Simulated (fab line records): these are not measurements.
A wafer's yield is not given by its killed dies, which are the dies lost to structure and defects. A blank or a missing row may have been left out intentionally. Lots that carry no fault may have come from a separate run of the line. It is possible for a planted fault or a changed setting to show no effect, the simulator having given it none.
fab line records	flow rit-cmos
[record] lots = 7	wafers = 21	last-day = 10
route steps=202 shown PRETRO@69 GATE@75 FOX2@80 M1@202
lots untouched by any fault: they come from a run of this same line in which no faults occurred
start-h: start of the lot's first displayed wafer, in hours after the record's first day	wait-h: hours since the lot's step before	" the same as in the row above	L1.1+2: several wafers, shown together as one row	- value missing, or start not given	* or withheld: withheld	< > ~ a bound
route shown NAME@n: names a module that has steps shown in the file, with the first one's number in the route	usual: average and standard deviation across the fault-free wafers	same: alike in all rows	chamber/n: place in a boat	sites: the reading at each site	_std_site: standard deviation across them	_edge_site: mean of outer sites minus mean of inner sites	radius-mm: how far each site lies from the wafer's centre	mask NAME#n: copy n	behind: the last tool/chamber to shape the wafer	hold: why the lot went on hold/how many hours it stayed there/how the hold came to an end	device: which transistor (n, p or np) failed to switch	end of line: at the end of the route, the tests of the same wafers	a step with no rows: only its recipe	killed: at the first sort, the dies lost to defects and structure; wafer yield is something else	map: a wafer's dies, marking killed ones x, the rest . and places with no die _
set.NAME: the setting the step ran with; set.NAME@STEP: the setting that earlier step ran with	model.NAME: the simulator's own value behind a step, which no gauge read
certain route steps with their lots: each step a table, each wafer a row
services: the hour from which a tool's chamber was out of use, counted from the record's first day as start-h (under 0 if before that day), plus the number of hours and why
[[steps]]
[step RIT_PRETRO_DEVELOP_05]
[recipe] resist = NOVOLAK	develop-time-s = 68	dev-temp-c = 23
[step RIT_PRETRO_OVL_MEAS_06]
[usual] PRETRO_OVL = -0.5/1.2
lot.wafer	tool	chamber	start-h	wait-h	PRETRO_OVL[nm]
L681.1	overlay-02	-	42.33	-	-0.1
L681.4	"	-	"	"	2.7
L681.6	"	-	"	"	-0.5
L685.1	overlay-02	-	61.87	-	-0.6
L685.3	"	-	"	"	0.5
L685.4	"	-	"	"	-1.0
L688.1	overlay-01	-	77.77	-	0.0
L688.2	"	-	"	"	-0.3
L688.4	"	-	"	"	-1.8
L690.1	overlay-01	-	86.03	-	-0.7
L690.5	"	-	"	"	-0.4
L690.6	"	-	"	"	-1.6
L693.2	overlay-01	-	101.43	-	0.5
L693.5	"	-	"	"	-1.5
L693.6	"	-	"	"	-0.6
L696.4	overlay-02	-	115.89	-	-1.9
L696.5	"	-	"	"	-1.4
L696.6	"	-	"	"	-1.8
L698.3	overlay-02	-	125.24	-	-1.5
L698.4	"	-	"	"	-1.1
L698.6	"	-	"	"	-1.1
[step RIT_PRETRO_HARDBAKE_07]
[recipe] resist = NOVOLAK	temp-c = 140	time-s = 120
[step RIT_PRETRO_IMPLANT_08]
[recipe] species = B	energy-kev = 44.67	dose-cm2 = 1.2e+13	tilt-deg = 7
[step RIT_PRETRO_STRIP_09]
[recipe] chemistry = O2	time-s = 180	resist = NOVOLAK	platen-temp-c = withheld	power-w = 500	pressure-mtorr = 4000	o2-flow-sccm = 4000
[usual] drypump-motor-current-A = 5.4/0.45	rf-refl-power-W = 8.6/1.1
lot.wafer	tool	chamber	start-h	wait-h	drypump-motor-current-A	rf-hours-counter-h	rf-refl-power-W
L681.1	plasma-asher-01	0	42.85	0.1	6.0	42	8.7
L681.4	"	1	"	"	6.1	-	6.3
L681.6	"	0	"	"	6.0	-	8.8
L685.1	plasma-asher-03	0	62.30	0.1	5.4	36	8.4
L685.3	"	0	"	"	5.4	-	8.5
L685.4	"	1	"	"	5.4	-	6.9
L688.1	plasma-asher-02	0	78.21	0.1	4.7	30	9.1
L688.2	"	1	"	"	5.5	30	10.3
L688.4	"	0	"	"	4.7	-	9.0
L690.1	plasma-asher-03	0	86.47	0.1	5.4	38	8.3
L690.5	"	1	"	"	5.4	-	7.1
L690.6	"	0	"	"	5.4	-	8.6
L693.2	plasma-asher-02	1	101.86	0.1	5.5	32	9.8
L693.5	"	1	"	"	5.5	-	9.9
L693.6	"	0	"	"	4.7	-	9.4
L696.4	plasma-asher-02	1	116.37	0.1	5.5	-	9.8
L696.5	"	1	"	"	5.5	-	10.1
L696.6	"	0	"	"	4.7	-	9.1
L698.3	plasma-asher-03	0	125.72	0.1	5.4	-	8.6
L698.4	"	1	"	"	5.4	-	7.1
L698.6	"	0	"	"	5.4	-	8.4
[step RIT_PRETRO_TW_MEAS_10]
[usual] PRETRO_TW = 471/5.5
lot.wafer	tool	chamber	start-h	wait-h	PRETRO_TW
L681.1	film-metro-01	-	43.02	0.1	464
L681.4	"	-	"	"	465
L681.6	"	-	"	"	464
L685.1	film-metro-02	-	62.48	0.1	478
L685.3	"	-	"	"	478
L685.4	"	-	"	"	475
L688.1	film-metro-04	-	78.38	0.1	473
L688.2	"	-	"	"	475
L688.4	"	-	"	"	476
L690.1	film-metro-02	-	86.64	0.1	477
L690.5	"	-	"	"	478
L690.6	"	-	"	"	477
L693.2	film-metro-02	-	102.04	0.1	477
L693.5	"	-	"	"	480
L693.6	"	-	"	"	478
L696.4	film-metro-01	-	116.51	0.1	465
L696.5	"	-	"	"	466
L696.6	"	-	"	"	466
L698.3	film-metro-02	-	125.86	0.1	478
L698.4	"	-	"	"	475
L698.6	"	-	"	"	477
[step RIT_GATE_WET_ETCH_00]
[recipe] chemistry = BOE	target = SiO2	target-depth-nm = 56	time-s = 60	dry = n2-spin	dilution = 10:1	temp-c = 21.5
[step RIT_GATE_CLEAN_01]
[recipe] chemistry = SC1	mix = 3:3:50	time-s = 600	temp-c = 75
[step RIT_GATE_CLEAN_02]
[recipe] chemistry = dHF	dilution = 50:1	time-s = 30
[step RIT_GATE_CLEAN_03]
[recipe] chemistry = SC2	mix = 3:3:50	time-s = 600	temp-c = 75	dry = n2-spin
[step RIT_GATE_CLEAN_04]
[recipe] chemistry = dHF	dilution = 50:1	time-s = 60	dry = n2-spin
[step RIT_FOX2_THK_MEAS_91]
[recipe] reads = SiO2_of_FOX2_OXIDATION_00
[usual] FIELD_OXIDE_LEFT_2_THK = 258/6.4
lot.wafer	tool	chamber	start-h	wait-h	FIELD_OXIDE_LEFT_2_THK[nm]
L681.1	film-metro-04	-	43.53	0.0	262
L681.4	"	-	"	"	264
L681.6	"	-	"	"	258
L685.1	film-metro-03	-	62.95	0.0	262
L685.3	"	-	"	"	261
L685.4	"	-	"	"	262
L688.1	film-metro-03	-	78.89	0.0	265
L688.2	"	-	"	"	262
L688.4	"	-	"	"	271
L690.1	film-metro-04	-	87.12	0.0	251
L690.5	"	-	"	"	252
L690.6	"	-	"	"	253
L693.2	film-metro-04	-	102.52	0.0	268
L693.5	"	-	"	"	257
L693.6	"	-	"	"	265
L696.4	film-metro-03	-	116.99	0.0	249
L696.5	"	-	"	"	257
L696.6	"	-	"	"	257
L698.3	film-metro-03	-	126.33	0.0	258
L698.4	"	-	"	"	253
L698.6	"	-	"	"	251
[step RIT_GATE_OXIDATION_05]
[recipe] temp-c = 900	ambient = O2	target-thk-a = 30	ox-time-s = 270
[usual] spike-tc-centre-C = 902.2/1.3	zone-power-source-pct = 26.9/2.3
lot.wafer	tool	chamber	start-h	wait-h	spike-tc-centre-C	zone-power-source-pct
L688.1	furnace-01	0	78.95	0.1	904.1	29.5
L688.2	"	0	"	"	903.4	29.9
L688.4	"	0	"	"	903.5	30.0
L693.2	furnace-03	0	102.57	0.0	900.8	26.1
L693.5	"	0	"	"	903.2	26.6
L693.6	"	0	"	"	902.5	26.1
L696.4	furnace-01	0	117.02	0.0	901.9	30.0
L696.5	"	0	"	"	903.2	29.5
L696.6	"	0	"	"	903.0	29.8
L698.3	furnace-03	0	127.05	0.7	901.9	25.8
L698.4	"	0	"	"	902.2	26.1
L698.6	"	0	"	"	902.3	26.7
L681.1	furnace-02	0	164.10	120.6	900.1	23.5
L681.4	"	0	"	"	900.4	23.6
L681.6	"	0	"	"	902.7	23.7
L685.1	furnace-03	0	183.01	120.0	899.9	26.3
L685.3	"	0	"	"	902.1	26.5
L685.4	"	0	"	"	902.3	27.0
L690.1	furnace-03	0	207.18	120.0	901.2	26.1
L690.5	"	0	"	"	903.3	26.8
L690.6	"	0	"	"	902.0	25.8
[step RIT_GATE_ANNEAL_06]
[recipe] temp-c = 900	time-s = 600	ambient = N2O
[step RIT_M1_PROBE_99]
[usual] killed_at_M0_to_M3 = 0.0/0.083	killed-at-contacts = 0.0/0.2	killed-at-front-end = 7/3.1	killed-dies = 7/3.1	killed-open = 3.5/1.9	killed-short = 3.6/2.1
[same] gross-dies = 264	killed_at_M4_up = 0	killed-at-back-side = 0	killed-at-other = 0
lot.wafer	tool	chamber	start-h	wait-h	killed_at_M0_to_M3	killed-at-contacts	killed-at-front-end	killed-dies	killed-open	killed-short	model.etest.nmos_0p15.gate-bv-v	model.etest.pmos_0p15.gate-bv-v	model.etest.pmos_0p15.bv-v	model.etest.pmos_0p3.bv-v	model.etest.nmos_0p15.bv-v	model.etest.nmos_0p3.bv-v
L688.1	prober-01	-	103.67	0.1	0	0	3	3	2	1	4.784	4.674	5.616	5.616	5.511	5.511
L688.2	prober-01	-	103.72	0.1	0	0	4	4	1	3	4.801	4.713	5.634	5.634	5.516	5.516
L688.4	prober-01	-	103.82	0.2	0	1	9	10	3	7	4.848	4.753	5.672	5.672	5.526	5.526
L693.2	prober-02	-	127.01	0.1	0	0	11	11	7	4	4.753	4.629	5.633	5.633	5.5	5.5
L693.5	prober-02	-	127.16	0.2	0	0	9	9	6	3	4.87	4.765	5.746	5.745	5.538	5.538
L693.6	prober-02	-	127.21	0.2	0	0	12	12	7	5	4.817	4.695	5.658	5.658	5.499	5.499
L696.4	prober-01	-	143.59	0.2	0	0	7	7	3	4	4.741	4.659	5.609	5.609	5.439	5.439
L696.5	prober-01	-	143.64	0.2	0	0	5	5	2	3	4.776	4.654	5.611	5.61	5.459	5.459
L696.6	prober-01	-	143.69	0.2	0	0	16	16	8	8	4.749	4.621	5.602	5.602	5.448	5.448
L698.3	prober-01	-	153.54	0.2	0	0	8	8	4	4	4.811	4.696	5.634	5.634	5.5	5.5
L698.4	prober-01	-	153.59	0.2	0	0	7	7	3	4	4.826	4.702	5.623	5.623	5.495	5.495
L698.6	prober-01	-	153.69	0.2	0	0	4	4	3	1	4.809	4.713	5.653	5.653	5.497	5.497
L681.1	prober-02	-	190.26	0.1	1	0	7	8	3	4	4.454	4.334	5.377	5.377	5.328	5.328
L681.4	prober-02	-	190.41	0.2	0	0	6	6	2	3	4.434	4.347	5.389	5.389	5.284	5.284
L681.6	prober-02	-	190.51	0.2	0	0	8	8	2	6	4.427	4.312	5.37	5.37	5.293	5.293
L685.1	prober-02	-	208.35	0.1	0	0	11	11	3	8	4.362	4.263	5.326	5.326	5.256	5.256
L685.3	prober-02	-	208.45	0.2	0	0	6	6	2	3	4.383	4.258	5.334	5.334	5.268	5.268
L685.4	prober-02	-	208.50	0.2	0	0	7	7	4	3	4.3	4.204	5.263	5.263	5.223	5.223
L690.1	prober-01	-	231.38	0.1	0	0	7	7	2	4	4.367	4.259	5.306	5.306	5.253	5.253
L690.5	prober-01	-	231.58	0.2	0	0	7	7	2	4	4.395	4.276	5.317	5.316	5.27	5.27
L690.6	prober-01	-	231.63	0.2	1	0	8	9	3	3	4.402	4.261	5.305	5.305	5.275	5.275
// killed by level:class
L688.1 REOX:geometric-particle:short=1 REOX:geometric-particle:open=1 SPACER:geometric-particle:open=1
L688.2 SPACER:geometric-particle:short=2 GATE:geometric-particle:open=1 SILICIDE:geometric-particle:short=1
L688.4 REOX:geometric-particle:short=4 REOX:geometric-particle:open=2 FOX1:geometric-particle:short=1 GATE:geometric-particle:short=1 SPACER:geometric-particle:short=1 CONTACT:geometric-particle:open=1
L693.2 GATE:geometric-particle:open=3 GATE:geometric-particle:short=2 SPACER:geometric-particle:open=2 FOX1:geometric-particle:short=1 FOX1:geometric-particle:open=1 FOX2:geometric-particle:open=1 SPACER:geometric-particle:short=1
L693.5 GATE:geometric-particle:open=2 SPACER:geometric-particle:short=2 SILICIDE:geometric-particle:open=2 FOX1:geometric-particle:short=1 REOX:geometric-particle:open=1 SPACER:geometric-particle:open=1
L693.6 SPACER:geometric-particle:short=4 SPACER:geometric-particle:open=2 SILICIDE:geometric-particle:open=2 FOX1:geometric-particle:open=1 GATE:geometric-particle:open=1 REOX:geometric-particle:open=1 SILICIDE:geometric-particle:short=1
L696.4 GATE:geometric-particle:open=2 GATE:geometric-particle:short=2 SILICIDE:geometric-particle:short=2 REOX:geometric-particle:open=1
L696.5 FOX1:geometric-particle:short=2 FOX1:geometric-particle:open=1 SPACER:geometric-particle:open=1 SILICIDE:geometric-particle:short=1
L696.6 GATE:geometric-particle:open=5 GATE:geometric-particle:short=5 FOX1:geometric-particle:short=1 FOX1:geometric-particle:open=1 FOX2:geometric-particle:short=1 FOX2:geometric-particle:open=1 SPACER:geometric-particle:open=1 SILICIDE:geometric-particle:short=1
L698.3 SPACER:geometric-particle:short=3 SILICIDE:geometric-particle:open=3 FOX2:geometric-particle:short=1 GATE:geometric-particle:open=1
L698.4 REOX:geometric-particle:open=3 GATE:geometric-particle:short=2 REOX:geometric-particle:short=1 SILICIDE:geometric-particle:short=1
L698.6 REOX:geometric-particle:open=2 FOX2:geometric-particle:open=1 REOX:geometric-particle:short=1
L681.1 GATE:geometric-particle:short=3 GATE:geometric-particle:open=3 SILICIDE:geometric-particle:short=1 M1:coat-microbubble-printed=1
L681.4 SILICIDE:geometric-particle:open=2 SILICIDE:geometric-particle:short=2 REOX:geometric-particle:short=1 GATE:coat-microbubble-printed=1
L681.6 GATE:geometric-particle:short=3 FOX1:geometric-particle:short=2 GATE:geometric-particle:open=1 REOX:geometric-particle:short=1 SILICIDE:geometric-particle:open=1
L685.1 SPACER:geometric-particle:short=4 GATE:geometric-particle:short=2 GATE:geometric-particle:open=2 FOX1:geometric-particle:short=1 REOX:geometric-particle:short=1 REOX:geometric-particle:open=1
L685.3 REOX:geometric-particle:short=2 FOX1:geometric-particle:open=1 GATE:geometric-particle:open=1 SILICIDE:geometric-particle:short=1 NSD:coat-microbubble-printed=1
L685.4 GATE:geometric-particle:open=2 REOX:geometric-particle:open=2 FOX2:geometric-particle:short=1 GATE:geometric-particle:short=1 SILICIDE:geometric-particle:short=1
L690.1 REOX:geometric-particle:open=2 SILICIDE:geometric-particle:short=2 FOX1:geometric-particle:short=1 REOX:geometric-particle:short=1 PLDD:coat-microbubble-printed=1
L690.5 FOX1:geometric-particle:open=1 FOX1:geometric-particle:short=1 FOX2:geometric-particle:open=1 GATE:geometric-particle:short=1 SPACER:geometric-particle:short=1 SILICIDE:geometric-particle:short=1 PLDD:coat-microbubble-printed=1
L690.6 FOX1:geometric-particle:short=2 FOX1:geometric-particle:open=1 REOX:geometric-particle:open=1 SPACER:geometric-particle:open=1 SILICIDE:geometric-particle:short=1 PLDD:coat-microbubble-printed=1 NSD:coat-microbubble-printed=1 M1:coat-microbubble-printed=1
[[services]]
tool	chamber	start-h	hours	kind
plasma-asher-03	-	30.14	7.3	repair
plasma-asher-02	-	50.59	2.3	repair
plasma-asher-01	-	60.14	2.8	pm
plasma-asher-02	-	77.20	0.7	repair
plasma-asher-02	-	78.69	1.6	repair
plasma-asher-03	-	79.26	1.9	repair
plasma-asher-02	-	88.25	2.5	repair
plasma-asher-03	-	108.75	9.0	pm
plasma-asher-03	0	108.75	9.0	vent-cycle
plasma-asher-03	1	108.75	9.0	vent-cycle
plasma-asher-03	0	117.75	-	clean
plasma-asher-03	1	117.75	-	clean
furnace-02	-	127.56	3.4	pm
furnace-01	-	130.76	3.7	pm
furnace-03	-	132.05	2.7	pm
plasma-asher-03	-	133.45	1.9	repair
furnace-01	-	152.07	2.9	pm
furnace-03	-	153.18	4.1	pm
[[key]]
[first-sign] step = RIT_GATE_OXIDATION_05	reading = wait-h	direction = changed
effect none on later readings
[model-effect] step = RIT_M1_PROBE_99	value = etest.nmos_0p15.gate-bv-v	without = 4.797	struck = 4.392
met-at RIT_GATE_OXIDATION_05
struck-wafers L681.1,L681.4,L681.6,L685.1,L685.3,L685.4,L690.1,L690.5,L690.6
tester-left-out L681,L685,L690
[fault] kind = queue-time-violation	tool = furnace-01,furnace-02,furnace-03	chamber = 0	onset-h = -	steps = RIT_GATE_OXIDATION_05	delay-hr = 120	scope = struck-lots-only
// tester-left-out: of these lots the tester's yield and bins aren't shown, on N5 and GAA mostly nor the transistor test; their killed dies are dies lost to structure and defects alone, not to doping, threshold or leakage, so they don't give the yield
